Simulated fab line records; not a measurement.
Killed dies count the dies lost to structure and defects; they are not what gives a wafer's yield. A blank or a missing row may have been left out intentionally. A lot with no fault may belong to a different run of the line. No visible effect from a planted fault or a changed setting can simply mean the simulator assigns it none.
Which tool did it? -- flow berkeley_cmos170 -- 15 lots, 45 wafers sampled, at 3 steps of a route of 331

WHAT EACH GAUGE READ, for each wafer
UCB170_PWELL_THK_MEAS_03. Usual: PWELL_OXIDE_THK 26.4 nm, standard deviation 0.47.
lot,measured,on,PWELL_OXIDE_THK (nm),flag
L281,day 2 09:01,film_metro-03,26.0 26.1 26.3,
L282,day 2 20:29,film_metro-01,26.9 27.2 27.1,
L283,day 3 07:28,film_metro-01,27.2 27.3 26.4,
L286,day 3 20:22,film_metro-01,26.4 26.8 26.8,
L285,day 3 20:23,film_metro-04,26.6 26.6 26.0,
L287,day 4 04:17,film_metro-04,26.7 26.7 26.6,
L290,day 4 17:52,film_metro-03,26.5 26.6 26.3,
L292,day 5 01:53,film_metro-03,26.0 27.0 26.7,
L293,day 5 08:49,film_metro-03,25.6 25.6 25.9,
L294,day 5 17:05,film_metro-01,26.5 26.1 26.7,
L295,day 5 17:05,film_metro-03,26.0 26.2 26.2,
L296,day 5 17:09,film_metro-01,27.0 26.4 26.3,
L298,day 6 10:25,film_metro-04,26.5 26.1 26.2,
L303,day 7 06:07,film_metro-01,26.5 26.0 26.5,
L304,day 7 11:25,film_metro-04,26.8 26.8 26.4,

UCB170_NVT_OVL_MEAS_06. Usual: NVT_OVL -3 nm, standard deviation 6.1.
lot,measured,on,NVT_OVL (nm),flag
L281,day 5 07:08,overlay-01,1 0 -6,
L282,day 5 16:49,overlay-01,-7 -8 -3,
L283,day 6 07:35,overlay-01,7 3 14,
L286,day 6 18:05,overlay-01,-10 -8 -8,
L285,day 6 18:01,overlay-02,-11 -13 -8,
L287,day 7 02:30,overlay-02,-10 -11 -9,
L290,day 7 16:27,overlay-01,-11 -3 -8,
L292,day 8 00:15,overlay-02,0 0 -2,
L293,day 8 00:00,overlay-01,0 2 -8,
L294,day 8 16:30,overlay-02,-10 -7 0,
L295,day 8 16:50,overlay-01,-3 -1 -2,
L296,day 8 16:46,overlay-01,-7 -4 -12,
L298,day 9 04:11,overlay-02,-6 1 -1,
L303,day 10 01:48,overlay-01,-5 -3 -2,
L304,day 10 01:09,overlay-02,2 5 2,

UCB170_NSD_TW_MEAS_10. Usual: NSD_TW 4223, standard deviation 23.
lot,measured,on,NSD_TW,flag
L281,day 6 10:17,film_metro-02,4214 4207 4211,
L282,day 6 22:15,film_metro-03,4202 4237 4223,
L283,day 7 10:17,film_metro-02,4217 4205 4236,
L286,day 8 00:50,film_metro-04,4237 4242 4277,
L285,day 8 00:00,film_metro-02,4211 4218 4176,
L287,day 8 09:32,film_metro-04,4222 4244 4225,
L290,day 8 17:32,film_metro-04,4209 4241 4258,
L292,day 9 09:59,film_metro-03,4192 4165 4206,
L293,day 9 10:13,film_metro-04,4242 4240 4221,
L294,day 9 21:06,film_metro-04,4246 4243 4236,
L295,day 9 21:20,film_metro-04,4251 4244 4233,
L296,day 9 21:11,film_metro-03,4189 4206 4210,
L298,day 10 11:16,film_metro-03,4197 4207 4192,
L303,day 11 10:44,film_metro-03,4183 4214 4213,
L304,day 11 08:35,film_metro-02,4212 4221 4232,

TOOL THAT RAN EACH LOT (tool first, then ch and the chambers of the sampled wafers, then the start)
The record holds no process step before these readings.

AS READ BY THE TOOLS THEMSELVES (means over the sampled wafers that have a number; for cases with no such wafer, the mark the record gives instead)
The record holds no such reading with a usual standard deviation.

THE ANSWER, worked out from the rows above alone
Rule: a lot counts as off when the mean over its wafers that have a number is more than 3 standard deviations away from the usual mean. Also off: a lot with no number at a reading for which 4 or more lots have one. Where the step has rows for the other lots, those lots are counted as sound. After the gauges, taken in route order, come the tools' own readings; for these a lot's mean is taken, as printed above. The first step at which some lot is off is used, and at that step the reading that is off furthest; a lot without a number counts as furthest.
No lot is off at any reading shown: from this, nothing can be told.

WHAT HAD BEEN PUT IN BY THE SIMULATOR
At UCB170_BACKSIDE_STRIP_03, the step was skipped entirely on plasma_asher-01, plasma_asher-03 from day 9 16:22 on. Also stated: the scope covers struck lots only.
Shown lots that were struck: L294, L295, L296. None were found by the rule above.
